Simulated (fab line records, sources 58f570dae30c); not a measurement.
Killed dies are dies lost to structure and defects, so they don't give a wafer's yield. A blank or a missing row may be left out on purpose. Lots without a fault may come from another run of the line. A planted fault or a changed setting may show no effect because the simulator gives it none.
Which tool did it? | flow berkeley_cmos170 | 13 lots, 39 wafers sampled, at 4 steps of a route of 331

WHAT THE GAUGES READ, wafer by wafer
UCB170_PWELL_THK_MEAS_03.
lot  | measured    | on            | PWELL_OXIDE_THK (nm)
L403 | day 3 01:21 | film_metro-02 | 26.6 26.8 26.7
L404 | day 3 15:54 | film_metro-04 | 26.1 26.6 26.4
L409 | day 5 01:56 | film_metro-04 | 25.5 26.0 25.2
L410 | day 5 01:58 | film_metro-01 | 26.4 26.7 26.5
L415 | day 6 06:22 | film_metro-02 | 26.2 26.2 26.3
L418 | day 6 11:52 | film_metro-01 | 25.9 25.9 26.1
L417 | day 6 11:53 | film_metro-02 | 25.9 26.1 26.0
L419 | day 6 18:49 | film_metro-02 | 25.8 25.5 25.6
L421 | day 6 18:49 | film_metro-04 | 25.5 26.0 25.0
L423 | day 7 01:55 | film_metro-04 | 26.1 25.9 25.9
L424 | day 7 14:04 | film_metro-01 | 26.0 26.4 26.5
L425 | day 7 14:04 | film_metro-04 | 26.3 26.2 26.1
L426 | day 7 22:28 | film_metro-04 | 26.9 26.8 27.0

UCB170_M3_OVL_MEAS_16.
lot  | measured     | on         | M3_OVL (nm)
L403 | day 9 15:57  | overlay-02 | 4 5 6
L404 | day 10 02:15 | overlay-02 | 9 14 4
L409 | day 11 15:11 | overlay-02 | 7 6 6
L410 | day 11 21:55 | overlay-02 | 0 -4 -1
L415 | day 12 23:21 | overlay-02 | -7 -4 -9
L418 | day 12 22:10 | overlay-02 | -9 -4 -3
L417 | day 13 05:35 | overlay-01 | 8 11 6
L419 | day 13 08:35 | overlay-01 | 9 13 11
L421 | day 13 06:59 | overlay-01 | -5 -3 -2
L423 | day 13 10:40 | overlay-01 | -3 -4 0
L424 | day 14 00:57 | overlay-02 | 6 8 7
L425 | day 14 06:13 | overlay-01 | 7 6 6
L426 | day 14 10:13 | overlay-01 | -3 2 2

WHICH TOOL RAN EACH LOT (tool, then ch and the chambers of the sampled wafers, then the start)
lot  | UCB170_PWELL_STRIP_16               | UCB170_FIELD_CLEAN_00
L403 | plasma_asher-02 ch 1, day 3 20:34   | wet_bench-01 ch 2, day 5 21:54
L404 | plasma_asher-03 ch 0,1, day 4 04:18 | wet_bench-03 ch 1, day 6 06:40
L409 | plasma_asher-02 ch 0,1, day 5 14:58 | wet_bench-03 ch 0, day 7 05:08
L410 | plasma_asher-03 ch 0,1, day 5 15:43 | wet_bench-03 ch 1, day 7 04:51
L415 | plasma_asher-04 ch 0,1, day 6 16:24 | wet_bench-03 ch 3, day 8 04:15
L418 | plasma_asher-02 ch 0,1, day 6 21:18 | wet_bench-04 ch 0, day 8 04:29
L417 | plasma_asher-03 ch 0,1, day 6 21:10 | wet_bench-04 ch 1, day 8 04:25
L419 | plasma_asher-04 ch 0,1, day 7 05:22 | wet_bench-04 ch 1, day 8 17:35
L421 | plasma_asher-02 ch 0,1, day 7 05:13 | wet_bench-04 ch 3, day 8 18:08
L423 | plasma_asher-04 ch 0,1, day 7 13:02 | wet_bench-01 ch 3, day 9 04:30
L424 | plasma_asher-04 ch 0,1, day 7 22:40 | wet_bench-04 ch 0, day 9 16:59
L425 | plasma_asher-02 ch 0,1, day 7 22:54 | wet_bench-04 ch 0, day 10 02:20
L426 | plasma_asher-04 ch 0,1, day 8 08:30 | wet_bench-04 ch 1, day 10 07:54
- UCB170_PWELL_STRIP_16: strips in O2.
- UCB170_FIELD_CLEAN_00: cleans in dHF, time 7.5 s.

WHAT THE TOOLS THEMSELVES READ (means of the sampled wafers that have a number; where no wafer has one, the mark that the record gives instead)
UCB170_PWELL_STRIP_16.
lot  | tool            | drypump_motor_current_A (A) | o2_flow_sccm (sccm) | oes_product_au (a.u.) | strip_time_to_endpoint_s (s)
L403 | plasma_asher-02 | 5.3                         | 400.3               | 0.726                 | 18.06
L404 | plasma_asher-03 | 6.5                         | 400.5               | 0.723                 | 18.08
L409 | plasma_asher-02 | 6.2                         | 402.6               | 0.719                 | 18.10
L410 | plasma_asher-03 | 6.5                         | 399.7               | 0.716                 | 18.07
L415 | plasma_asher-04 | 5.8                         | 399.8               | 0.721                 | 18.03
L418 | plasma_asher-02 | 5.7                         | 399.7               | 0.724                 | 18.18
L417 | plasma_asher-03 | 6.3                         | 399.8               | 0.721                 | 18.02
L419 | plasma_asher-04 | 5.8                         | 400.0               | 0.723                 | 18.04
L421 | plasma_asher-02 | 5.7                         | 401.1               | 0.718                 | 18.10
L423 | plasma_asher-04 | 5.8                         | 399.0               | 0.722                 | 18.15
L424 | plasma_asher-04 | 5.8                         | 401.9               | 0.727                 | 18.06
L425 | plasma_asher-02 | 5.7                         | 398.9               | 0.724                 | 18.16
L426 | plasma_asher-04 | 5.8                         | 400.3               | 0.719                 | 18.08

THE ANSWER, worked out from the rows above alone
Rule: what is usual is taken from the lots themselves. Put in order of their means at a reading, lots are off if they are a third of the lots or fewer, leave a main group of 4 or more, and stand apart from it by a gap of 3 or more times the standard deviation of the main group's means; of several such gaps the widest counts. A main group whose means are all the same, to the digits that the tables above print for the reading, isn't used. A lot without any number at a reading at which 4 lots or more have one is off too. The other lots that the step has rows for count as sound. The gauges are gone through in route order, then the tools' own readings, and for those a lot's mean is taken as printed above. The first step at which some lot is off is used, and at that step the reading that is off furthest; a lot without a number counts as furthest.
No lot is off at any reading shown: from this, nothing can be told.

WHAT THE SIMULATOR HAD PUT IN
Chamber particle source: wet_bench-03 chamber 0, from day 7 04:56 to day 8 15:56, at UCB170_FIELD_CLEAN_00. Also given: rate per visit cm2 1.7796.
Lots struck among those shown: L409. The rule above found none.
